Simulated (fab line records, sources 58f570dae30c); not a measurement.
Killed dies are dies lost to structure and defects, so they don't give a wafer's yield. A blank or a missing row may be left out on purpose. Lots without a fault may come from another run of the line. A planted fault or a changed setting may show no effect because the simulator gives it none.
fab line records | flow berkeley_cmos170
record lots=5 wafers=23
route steps=331 shown M2@272 V2@301 M3@310
start_h: hours from the record's first day to the start of the lot's first wafer shown | wait_h: hours since the lot's step before | " the same as in the row above | L1.1+2: a row that stands for several wafers | - no value, or no start given | * or withheld: withheld | < > ~ a bound
route shown NAME@n: a module of which the file shows steps, and the number in the route of the first | usual: mean/standard deviation of fault-free wafers | same: alike in all rows | chamber/n: place in a boat | sites: the reading at each site | _std_site: their standard deviation | _edge_site: outer sites' mean less inner sites' | radius_mm: how far each site lies from the wafer's centre | mask NAME#n: copy n | behind: the tool/chamber that last shaped the wafer | hold: why the lot was held/for how many hours/how that ended | device: the transistor (n, p or np) that didn't switch | end of line: the same wafers' tests at the end of the route | a step without rows: its recipe alone | killed: dies lost to structure and defects at the first sort, not the wafer's yield | map: a wafer's dies, x killed, . not, _ none there
set.NAME: the setting as run; set.NAME@STEP: as run at that earlier step | model.NAME: the simulator's own value behind a step, which no gauge read
lots whose settings were changed on purpose; a table a step, a row a wafer
## steps
# step UCB170_M2_SPUTTER_01
# recipe material=Al target_thk_nm=900 time_s=120 power_w=6000 chamber_pressure_pa=0.5
# columns lot.wafer tool chamber start_h wait_h set.power_w model.Al_of_M2_SPUTTER_01.thk_nm
L079.2 pvd_sputter-02 - 169.13 0.0 6000 887.8
L079.3 " - " " 6000 893
L079.6 " - " " 6000 894.8
L080.2 pvd_sputter-01 - 182.62 0.0 6000 903.4
L080.3 " - " " 6000 910.5
L080.4 " - " " 6000 902.4
L080.5 " - " " 6000 910.7
L080.6 " - " " 6000 900.1
L083.1 pvd_sputter-03 - 194.35 0.0 5325 804.2
L083.2 " - " " 6000 888.7
L083.4 " - " " 5325 806.5
L083.5 " - " " 5325 791.8
L083.6 " - " " 6000 897.6
L084.1 pvd_sputter-01 - 194.53 0.0 5412 818.9
L084.2 " - " " 6000 886.9
L084.3 " - " " 6000 897.3
L084.4 " - " " 5412 805.2
L084.6 " - " " 6000 898.4
L085.1 pvd_sputter-01 - 205.12 0.0 6000 882.7
L085.3 " - " " 6680 992.8
L085.4 " - " " 6000 895.6
L085.5 " - " " 6680 1000
L085.6 " - " " 6000 892.4
# step UCB170_M2_RS_MEAS_02
# recipe thk_meas_gauge=four-point-probe reads=Al_of_M2_SPUTTER_01
# usual M2_AL_RS=0.0321/0.00033
# columns lot.wafer tool chamber start_h wait_h set.power_w@M2_SPUTTER_01 M2_AL_RS[ohm/sq]
L079.2 film_metro-03 - 169.24 0.1 6000 0.0326
L079.3 " - " " 6000 0.0325
L079.6 " - " " 6000 0.0324
L080.2 film_metro-04 - 182.73 0.1 6000 0.0321
L080.3 " - " " 6000 0.0318
L080.4 " - " " 6000 0.0320
L080.5 " - " " 6000 0.0318
L080.6 " - " " 6000 0.0321
L083.1 film_metro-04 - 194.54 0.1 5325 0.0360
L083.2 " - " " 6000 0.0326
L083.4 " - " " 5325 0.0359
L083.5 " - " " 5325 0.0366
L083.6 " - " " 6000 0.0322
L084.1 film_metro-03 - 194.61 0.0 5412 0.0354
L084.2 " - " " 6000 0.0327
L084.3 " - " " 6000 0.0323
L084.4 " - " " 5412 0.0361
L084.6 " - " " 6000 0.0323
L085.1 film_metro-02 - 205.20 0.0 6000 0.0327
L085.3 " - " " 6680 0.0291
L085.4 " - " " 6000 0.0322
L085.5 " - " " 6680 0.0289
L085.6 " - " " 6000 0.0323
# step UCB170_M2_THK_MEAS_03
# recipe thk_meas_gauge=xrf reads=Al_of_M2_SPUTTER_01
# usual M2_AL_THK=897/10
# columns lot.wafer tool chamber start_h wait_h set.power_w@M2_SPUTTER_01 M2_AL_THK[nm]
L079.2 film_metro-03 - 169.35 0.1 6000 886
L079.3 " - " " 6000 892
L079.6 " - " " 6000 892
L080.2 film_metro-04 - 182.84 0.1 6000 898
L080.3 " - " " 6000 915
L080.4 " - " " 6000 904
L080.5 " - " " 6000 910
L080.6 " - " " 6000 904
L083.1 film_metro-04 - 194.66 0.1 5325 811
L083.2 " - " " 6000 893
L083.4 " - " " 5325 804
L083.5 " - " " 5325 790
L083.6 " - " " 6000 899
L084.1 film_metro-03 - 194.73 0.1 5412 816
L084.2 " - " " 6000 882
L084.3 " - " " 6000 898
L084.4 " - " " 5412 804
L084.6 " - " " 6000 895
L085.1 film_metro-02 - 205.32 0.1 6000 874
L085.3 " - " " 6680 988
L085.4 " - " " 6000 888
L085.5 " - " " 6680 992
L085.6 " - " " 6000 885
# step UCB170_M2_EXPOSE_12
# recipe mask_id=METAL2 target_cd_nm=700 na=0.5 sigma_outer=0.6 source_shape=conventional dose_mj=26
# columns lot.wafer tool chamber start_h wait_h mask set.dose_mj
L079.2+3+6 krf_scanner-02 0 170.83 - METAL2#0 26
L080.2+3+6 krf_scanner-01 0 184.10 - METAL2#0 26
L080.4+5 " 0 " " METAL2#0 26.61
L083.1+2+6 krf_scanner-01 0 196.16 - METAL2#0 26
L083.4+5 " 0 " " METAL2#0 24.95
L084.1+2+3+4+6 krf_scanner-02 0 196.48 - METAL2#0 26
L085.1+3+4+5+6 krf_scanner-02 0 206.69 - METAL2#0 26
# step UCB170_M2_PEB_13
# recipe peb_temp_c=130 peb_time_s=withheld resist=KrF
# step UCB170_M2_DEVELOP_14
# recipe developer=TMAH develop_time_s=45 resist=KrF dev_temp_c=21
# step UCB170_M2_CD_MEAS_15
# recipe target_cd_nm=700
# usual cd_nm=699.7/0.85
# columns lot.wafer tool chamber start_h wait_h set.dose_mj@M2_EXPOSE_12 cd_nm
L079.2 cd_sem-01 - 171.23 - 26 698.1
L079.3 " - " " 26 699.2
L079.6 " - " " 26 699.0
L080.2 cd_sem-01 - 184.50 - 26 698.3
L080.3 " - " " 26 699.1
L080.4 " - " " 26.61 694.1
L080.5 " - " " 26.61 694.4
L080.6 " - " " 26 697.8
L083.1 cd_sem-01 - 196.55 - 26 700.3
L083.2 " - " " 26 700.7
L083.4 " - " " 24.95 708.2
L083.5 " - " " 24.95 708.1
L083.6 " - " " 26 700.3
L084.1 cd_sem-01 - 196.87 - 26 699.8
L084.2 " - " " 26 700.1
L084.3 " - " " 26 698.9
L084.4 " - " " 26 699.8
L084.6 " - " " 26 699.5
L085.1 cd_sem-02 - 207.08 - 26 699.1
L085.3 " - " " 26 699.8
L085.4 " - " " 26 699.4
L085.5 " - " " 26 698.7
L085.6 " - " " 26 699.5
# step UCB170_M2_ETCH_17
# recipe chemistry=N2/H2 target_depth_a=withheld overetch_a=withheld target=BARC time_s=withheld source_w=500 bias_w=100 pressure_mtorr=30 n2_flow_sccm=100 h2_flow_sccm=200
# columns lot.wafer tool chamber start_h wait_h set.dose_mj@M2_EXPOSE_12 model.M2.cd_nm
L079.2 rie_diel-04 0 171.36 0.0 26 698.8
L079.3 " 1 " " 26 698.9
L079.6 " 0 " " 26 699.1
L080.2 rie_diel-04 0 184.63 0.0 26 697.9
L080.3 " 1 " " 26 698.8
L080.4 " 1 " " 26.61 693.9
L080.5 " 0 " " 26.61 694.8
L080.6 " 2 " " 26 698.9
L083.1 rie_diel-04 3 196.71 0.0 26 700.6
L083.2 " 2 " " 26 701.2
L083.4 " 0 " " 24.95 709.2
L083.5 " 3 " " 24.95 708.3
L083.6 " 2 " " 26 701
L084.1 rie_diel-01 0 197.03 0.0 26 700
L084.2 " 2 " " 26 699.9
L084.3 " 1 " " 26 698
L084.4 " 0 " " 26 699.6
L084.6 " 1 " " 26 698.3
L085.1 rie_diel-01 1 207.23 0.0 26 698.2
L085.3 " 2 " " 26 698.7
L085.4 " 3 " " 26 698.3
L085.5 " 3 " " 26 697.9
L085.6 " 0 " " 26 699.5
# step UCB170_M2_METAL_ETCH_18
# recipe chemistry=Cl2/BCl3 target=Al stop_on=SiO2 pressure_mtorr=12 target_depth_a=11700 over_etch_frac=0.3 time_s=199.2 icp_w=600 bias_w=120 Cl2_flow_sccm=90 bcl3_flow_sccm=45
# usual oes_product_au=0.843/0.015
# columns lot.wafer tool chamber start_h wait_h set.power_w@M2_SPUTTER_01 set.dose_mj@M2_EXPOSE_12 oes_product_au model.M2.cd_nm
L079.2 rie_metal-02 1 171.40 - 6000 26 0.823 699.2
L079.3 " 1 " " 6000 26 0.826 698.4
L079.6 " 1 " " 6000 26 0.830 699.9
L080.2 rie_metal-04 0 184.67 - 6000 26 0.842 700.6
L080.3 " 0 " " 6000 26 0.840 704
L080.4 " 1 " " 6000 26.61 0.841 695.5
L080.5 " 1 " " 6000 26.61 0.841 693.3
L080.6 " 0 " " 6000 26 0.848 703.1
L083.1 rie_metal-02 0 196.75 - 5325 26 0.803 701.1
L083.2 " 1 " " 6000 26 0.827 704.3
L083.4 " 1 " " 5325 24.95 0.785 710
L083.5 " 1 " " 5325 24.95 0.771 711.1
L083.6 " 0 " " 6000 26 0.851 701.3
L084.1 rie_metal-04 0 197.07 - 5412 26 0.795 701.9
L084.2 " 1 " " 6000 26 0.829 701
L084.3 " 0 " " 6000 26 0.843 703.4
L084.4 " 1 " " 5412 26 0.795 703.1
L084.6 " 0 " " 6000 26 0.842 701.3
L085.1 rie_metal-04 1 207.28 - 6000 26 0.822 699.3
L085.3 " 0 " " 6680 26 0.896 699.2
L085.4 " 1 " " 6000 26 0.836 701.1
L085.5 " 1 " " 6680 26 0.888 700
L085.6 " 0 " " 6000 26 0.838 699.9
# step UCB170_M2_STRIP_19
# recipe chemistry=O2 power_w=400 pressure_mtorr=3500 platen_temp_c=withheld o2_flow_sccm=400 overash_fraction=0.5
# step UCB170_M2_CD_MEAS_90
# recipe target_cd_nm=700
# usual cd_nm=700.3/2.7
# columns lot.wafer tool chamber start_h wait_h set.dose_mj@M2_EXPOSE_12 cd_nm
L079.2 cd_sem-01 - 171.71 0.1 26 699.2
L079.3 " - " " 26 698.6
L079.6 " - " " 26 699.8
L080.2 cd_sem-02 - 184.98 0.1 26 700.8
L080.3 " - " " 26 704.0
L080.4 " - " " 26.61 695.3
L080.5 " - " " 26.61 693.5
L080.6 " - " " 26 703.5
L083.1 cd_sem-01 - 197.04 0.1 26 701.1
L083.2 " - " " 26 704.4
L083.4 " - " " 24.95 709.9
L083.5 " - " " 24.95 710.9
L083.6 " - " " 26 701.2
L084.1 cd_sem-01 - 197.36 0.1 26 702.2
L084.2 " - " " 26 701.3
L084.3 " - " " 26 702.8
L084.4 " - " " 26 703.1
L084.6 " - " " 26 700.9
L085.1 cd_sem-02 - 207.56 0.1 26 699.3
L085.3 " - " " 26 699.4
L085.4 " - " " 26 701.1
L085.5 " - " " 26 699.8
L085.6 " - " " 26 700.0
# step UCB170_V2_EXPOSE_09
# recipe mask_id=VIA2 target_cd_nm=700 na=0.5 sigma_outer=0.6 source_shape=conventional dose_mj=37
# columns lot.wafer tool chamber start_h wait_h mask set.dose_mj
L079.2+3+6 krf_scanner-01 0 173.50 0.1 VIA2#0 37
L080.2+4 krf_scanner-02 0 186.56 0.2 VIA2#0 36.14
L080.3+5+6 " 0 " " VIA2#0 37
L083.1+2+4+5+6 krf_scanner-02 0 198.57 0.1 VIA2#0 37
L084.1+2+3 krf_scanner-02 0 199.37 0.3 VIA2#0 37.82
L084.4+6 " 0 " " VIA2#0 37
L085.1+4+5 krf_scanner-02 0 209.04 0.1 VIA2#0 39.05
L085.3+6 " 0 " " VIA2#0 37
# step UCB170_V2_DEVELOP_11
# recipe developer=TMAH develop_time_s=45 resist=KrF dev_temp_c=21
# columns lot.wafer tool chamber start_h wait_h set.dev_temp_c
L079.2+3+6 litho_track-01 0 - - 21
L080.2+3+4+5+6 litho_track-01 0 - - 21
L083.1+2+5 litho_track-03 0 - - 21
L083.4+6 " 0 " " 17.97
L084.1+3+4 litho_track-03 0 - - 21
L084.2+6 " 0 " " 18.53
L085.1+3 litho_track-03 0 - - 17.51
L085.4+5+6 " 0 " " 21
# step UCB170_V2_CD_MEAS_12
# recipe target_cd_nm=700
# usual cd_nm=700.1/1.3
# columns lot.wafer tool chamber start_h wait_h set.dose_mj@V2_EXPOSE_09 cd_nm
L079.2 cd_sem-01 - 173.90 - 37 697.8
L079.3 " - " " 37 699.7
L079.6 " - " " 37 699.5
L080.2 cd_sem-01 - 186.95 - 36.14 695.2
L080.3 " - " " 37 700.4
L080.4 " - " " 36.14 695.7
L080.5 " - " " 37 699.7
L080.6 " - " " 37 700.2
L083.1 cd_sem-02 - 199.43 - 37 700.6
L083.2 " - " " 37 700.6
L083.4 " - " " 37 699.2
L083.5 " - " " 37 700.7
L083.6 " - " " 37 699.1
L084.1 cd_sem-01 - 200.16 - 37.82 702.9
L084.2 " - " " 37.82 702.8
L084.3 " - " " 37.82 702.9
L084.4 " - " " 37 698.6
L084.6 " - " " 37 700.5
L085.1 cd_sem-01 - 209.43 - 39.05 709.4
L085.3 " - " " 37 700.4
L085.4 " - " " 39.05 708.8
L085.5 " - " " 39.05 709.2
L085.6 " - " " 37 701.7
# step UCB170_V2_ETCH_14
# recipe chemistry=CHF3/CF4/Ar target=SiO2 stop_on=Al CHF3_flow_sccm=45 cf4_flow_sccm=15 Ar_flow_sccm=150 pressure_mtorr=200 rf_w=700 target_depth_a=12500 over_etch_frac=0.25 time_s=291
# columns lot.wafer tool chamber start_h wait_h set.dose_mj@V2_EXPOSE_09 model.V2.cd_nm
L079.2 rie_diel-02 3 174.03 0.0 37 697.3
L079.3 " 1 " " 37 699.1
L079.6 " 3 " " 37 698.8
L080.2 rie_diel-02 2 187.09 0.0 36.14 695
L080.3 " 3 " " 37 699.6
L080.4 " 1 " " 36.14 694.9
L080.5 " 0 " " 37 698.7
L080.6 " 3 " " 37 699.3
L083.1 rie_diel-01 0 199.59 0.0 37 700.8
L083.2 " 1 " " 37 701.3
L083.4 " 3 " " 37 699.4
L083.5 " 3 " " 37 700.3
L083.6 " 0 " " 37 698.6
L084.1 rie_diel-03 0 200.31 0.0 37.82 702.5
L084.2 " 3 " " 37.82 704.4
L084.3 " 3 " " 37.82 703.9
L084.4 " 0 " " 37 697.6
L084.6 " 0 " " 37 700.2
L085.1 rie_diel-01 0 209.59 0.0 39.05 709.2
L085.3 " 3 " " 37 700.4
L085.4 " 1 " " 39.05 709.4
L085.5 " 3 " " 39.05 708.7
L085.6 " 2 " " 37 701.4
# step UCB170_V2_STRIP_15
# recipe chemistry=O2 power_w=400 pressure_mtorr=3500 platen_temp_c=withheld o2_flow_sccm=400 overash_fraction=0.5
# step UCB170_V2_CD_MEAS_90
# recipe target_cd_nm=700
# usual cd_nm=699.9/1.4
# columns lot.wafer tool chamber start_h wait_h set.dose_mj@V2_EXPOSE_09 cd_nm
L079.2 cd_sem-01 - 174.33 0.1 37 697.5
L079.3 " - " " 37 698.8
L079.6 " - " " 37 699.0
L080.2 cd_sem-02 - 187.39 0.1 36.14 695.3
L080.3 " - " " 37 699.5
L080.4 " - " " 36.14 695.0
L080.5 " - " " 37 698.4
L080.6 " - " " 37 699.0
L083.1 cd_sem-02 - 199.87 0.1 37 700.9
L083.2 " - " " 37 701.5
L083.4 " - " " 37 699.3
L083.5 " - " " 37 700.7
L083.6 " - " " 37 699.0
L084.1 cd_sem-02 - 200.68 0.1 37.82 702.3
L084.2 " - " " 37.82 704.4
L084.3 " - " " 37.82 703.9
L084.4 " - " " 37 697.7
L084.6 " - " " 37 700.2
L085.1 cd_sem-02 - 209.87 0.1 39.05 709.3
L085.3 " - " " 37 700.3
L085.4 " - " " 39.05 709.2
L085.5 " - " " 39.05 708.6
L085.6 " - " " 37 701.4
# step UCB170_M3_SPUTTER_01
# recipe material=Al target_thk_nm=900 time_s=120 power_w=6000 chamber_pressure_pa=0.5
# columns lot.wafer tool chamber start_h wait_h set.power_w model.Al_of_M3_SPUTTER_01.thk_nm
L079.2 pvd_sputter-01 - 174.50 0.0 6000 894.7
L079.3 " - " " 6000 899.3
L079.6 " - " " 6000 885.9
L080.2 pvd_sputter-03 - 187.56 0.0 6000 897
L080.3 " - " " 6000 886.7
L080.4 " - " " 6000 888.5
L080.5 " - " " 6000 897.2
L080.6 " - " " 6000 893.5
L083.1 pvd_sputter-01 - 200.05 0.0 5694 864.4
L083.2 " - " " 6000 903.9
L083.4 " - " " 5694 847.7
L083.5 " - " " 6000 903.7
L083.6 " - " " 5694 859.2
L084.1 pvd_sputter-03 - 200.87 0.0 6000 882.9
L084.2 " - " " 6000 892.7
L084.3 " - " " 6000 897
L084.4 " - " " 6000 899.4
L084.6 " - " " 6000 885.6
L085.1 pvd_sputter-04 - 210.06 0.0 5737 849.6
L085.3 " - " " 5737 864.3
L085.4 " - " " 5737 857.7
L085.5 " - " " 6000 902.5
L085.6 " - " " 6000 908.8
# step UCB170_M3_RS_MEAS_02
# recipe thk_meas_gauge=four-point-probe reads=Al_of_M3_SPUTTER_01
# usual M3_AL_RS=0.0322/0.00034
# columns lot.wafer tool chamber start_h wait_h set.power_w@M3_SPUTTER_01 M3_AL_RS[ohm/sq]
L079.2 film_metro-04 - 174.60 0.1 6000 0.0324
L079.3 " - " " 6000 0.0321
L079.6 " - " " 6000 0.0327
L080.2 film_metro-04 - 187.66 0.1 6000 0.0322
L080.3 " - " " 6000 0.0327
L080.4 " - " " 6000 0.0326
L080.5 " - " " 6000 0.0323
L080.6 " - " " 6000 0.0324
L083.1 film_metro-02 - 200.14 0.0 5694 0.0334
L083.2 " - " " 6000 0.0319
L083.4 " - " " 5694 0.0341
L083.5 " - " " 6000 0.0319
L083.6 " - " " 5694 0.0336
L084.1 film_metro-04 - 200.95 0.0 6000 0.0327
L084.2 " - " " 6000 0.0324
L084.3 " - " " 6000 0.0322
L084.4 " - " " 6000 0.0322
L084.6 " - " " 6000 0.0328
L085.1 film_metro-01 - 210.14 0.0 5737 0.0341
L085.3 " - " " 5737 0.0335
L085.4 " - " " 5737 0.0339
L085.5 " - " " 6000 0.0321
L085.6 " - " " 6000 0.0319
# step UCB170_M3_THK_MEAS_03
# recipe thk_meas_gauge=xrf reads=Al_of_M3_SPUTTER_01
# usual M3_AL_THK=896/10
# columns lot.wafer tool chamber start_h wait_h set.power_w@M3_SPUTTER_01 M3_AL_THK[nm]
L079.2 film_metro-04 - 174.71 0.1 6000 893
L079.3 " - " " 6000 896
L079.6 " - " " 6000 887
L080.2 film_metro-04 - 187.77 0.1 6000 898
L080.3 " - " " 6000 885
L080.4 " - " " 6000 887
L080.5 " - " " 6000 895
L080.6 " - " " 6000 897
L083.1 film_metro-02 - 200.26 0.1 5694 860
L083.2 " - " " 6000 897
L083.4 " - " " 5694 837
L083.5 " - " " 6000 898
L083.6 " - " " 5694 855
L084.1 film_metro-04 - 201.07 0.1 6000 886
L084.2 " - " " 6000 896
L084.3 " - " " 6000 896
L084.4 " - " " 6000 903
L084.6 " - " " 6000 892
L085.1 film_metro-01 - 210.26 0.1 5737 842
L085.3 " - " " 5737 859
L085.4 " - " " 5737 850
L085.5 " - " " 6000 898
L085.6 " - " " 6000 910
## key
split step=UCB170_M2_SPUTTER_01 setting=power_w stated=6000 by=wafer
response step=UCB170_M2_SPUTTER_01 reading=model.Al_of_M2_SPUTTER_01.thk_nm change=+8.68 per=1% r=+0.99
response step=UCB170_M2_RS_MEAS_02 reading=M2_AL_RS change=-0.000324 per=1% r=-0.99
response step=UCB170_M2_THK_MEAS_03 reading=M2_AL_THK change=+8.79 per=1% r=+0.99
response step=UCB170_M2_METAL_ETCH_18 reading=oes_product_au change=+0.00482 per=1% r=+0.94
split step=UCB170_M2_EXPOSE_12 setting=dose_mj stated=26 by=wafer
response step=UCB170_M2_CD_MEAS_15 reading=cd_nm change=-1.88 per=1% r=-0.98
response step=UCB170_M2_ETCH_17 reading=model.M2.cd_nm change=-1.9 per=1% r=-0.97
response step=UCB170_M2_METAL_ETCH_18 reading=model.M2.cd_nm change=-2.41 per=1% r=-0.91
response step=UCB170_M2_CD_MEAS_90 reading=cd_nm change=-2.41 per=1% r=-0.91
split step=UCB170_V2_EXPOSE_09 setting=dose_mj stated=37 by=wafer
response step=UCB170_V2_CD_MEAS_12 reading=cd_nm change=+1.54 per=1% r=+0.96
response step=UCB170_V2_ETCH_14 reading=model.V2.cd_nm change=+1.6 per=1% r=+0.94
response step=UCB170_V2_CD_MEAS_90 reading=cd_nm change=+1.57 per=1% r=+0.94
split step=UCB170_V2_DEVELOP_11 setting=dev_temp_c stated=21 by=wafer
response none clear
split step=UCB170_M3_SPUTTER_01 setting=power_w stated=6000 by=wafer
response step=UCB170_M3_SPUTTER_01 reading=model.Al_of_M3_SPUTTER_01.thk_nm change=+9.96 per=1% r=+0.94
response step=UCB170_M3_RS_MEAS_02 reading=M3_AL_RS change=-0.000371 per=1% r=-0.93
response step=UCB170_M3_THK_MEAS_03 reading=M3_AL_THK change=+10.5 per=1% r=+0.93
